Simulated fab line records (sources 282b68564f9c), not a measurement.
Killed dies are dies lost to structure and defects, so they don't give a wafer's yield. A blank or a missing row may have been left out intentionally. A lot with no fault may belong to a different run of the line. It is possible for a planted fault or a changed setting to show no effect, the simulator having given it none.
2 desks, one fault + flow rit cmos + each desk has only its own numbers; what lay behind them comes last

FOR THE TOOL OWNER'S DESK: furnace-02
Per lot that ran on this tool, the mean of the sampled wafers carrying a number, from the tool's own readings at RIT_M1_ANNEAL_15 (time 1839 s). Marked OUT: a lot whose mean sits more than 4 standard deviations from the usual mean, which makes it out of limits; the brackets give that distance.
Columns: A = spike tc centre C at RIT_M1_ANNEAL_15, usual 453.2 C; B = spike tc load C at RIT_M1_ANNEAL_15, usual 468.7 C; C = spike tc source C at RIT_M1_ANNEAL_15, usual 465.5 C; D = tube center temp C at RIT_M1_ANNEAL_15, usual 450.01 C; E = tube_center_temp_C_max at RIT_M1_ANNEAL_15, usual 451.13
| lot  | first seen here | A                | B                | C                | D                        | E                |
|------|-----------------|------------------|------------------|------------------|--------------------------|------------------|
| L882 | day 3 16:31     | 453.1            | 468.5            | 465.6            | 449.99                   | 451.07           |
| L883 | day 3 21:11     | 452.9            | 468.6            | 465.4            | 449.99                   | 450.94           |
| L884 | day 4 00:42     | 453.7            | 469.3            | 466.1            | 450.00                   | 451.23           |
| L890 | day 5 04:33     | 453.1            | 469.2            | 466.0            | 450.00                   | 451.08           |
| L891 | day 5 17:46     | 457.6 (+4.4) OUT | 473.5 (+4.9) OUT | 471.4 (+5.3) OUT | 455.05 (+99 or more) OUT | 456.05 (+27) OUT |
| L892 | day 5 19:16     | 458.3 (+5.1) OUT | 474.1 (+5.6) OUT | 470.4 (+4.5) OUT | 455.09 (+99 or more) OUT | 456.12 (+28) OUT |
| L893 | day 5 21:43     | 457.8 (+4.6) OUT | 473.4 (+4.8) OUT | 470.6 (+4.7) OUT | 455.05 (+99 or more) OUT | 456.13 (+28) OUT |
This desk's finding: out of limits on L891, L892, L893; first on L891, day 5 17:46 (spike tc centre C at RIT_M1_ANNEAL_15). L882, L883, L884, L890 stayed within limits.

METROLOGY DESK
What the gauges read for every lot (on any tool): the sampled wafers with a number, averaged. Marked OUT: a lot whose mean sits more than 4 standard deviations from the usual mean, which makes it out of limits; the brackets give that distance.
Columns: A = cd nm at RIT_M1_CD_MEAS_09, usual 2600.6 nm; B = M1_OVL at RIT_M1_OVL_MEAS_10, usual -0.5 nm; C = cd nm at RIT_M1_CD_MEAS_90, usual 2600 nm; D = M1_BOW at RIT_M1_BOW_MEAS_16, usual 18 um
| lot  | first seen here | A      | B    | C    | D  |
|------|-----------------|--------|------|------|----|
| L882 | day 3 15:23     | 2599.7 | -0.3 | 2600 | 24 |
| L883 | day 3 20:11     | 2599.8 | 0.1  | 2598 | 10 |
| L884 | day 3 23:40     | 2600.8 | 0.5  | 2603 | 27 |
| L890 | day 5 03:31     | 2602.2 | 1.8  | 2605 | 20 |
| L891 | day 5 16:41     | 2601.0 | -1.9 | 2602 | 13 |
| L892 | day 5 16:59     | 2598.3 | -2.3 | 2596 | 9  |
| L893 | day 5 20:34     | 2605.2 | -1.2 | 2606 | 17 |
This desk's verdict: no lot among the 7 shows anything out of limits.

PUT TOGETHER
At day 5 17:46, on L891, L892, L893, the tool owner's desk was in a position to raise an alarm.
At the metrology desk, nothing out of limits was observed.
The metrology desk holds a record of L891, L892, L893, inside its limits.
Of the lots named, all ran RIT_M1_ANNEAL_15 on furnace-02.

WHAT THE SIMULATOR HAD PUT IN
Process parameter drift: furnace-02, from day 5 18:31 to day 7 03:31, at RIT_M1_ANNEAL_15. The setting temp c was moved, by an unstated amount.
Struck lots among those shown: L891, L892, L893.
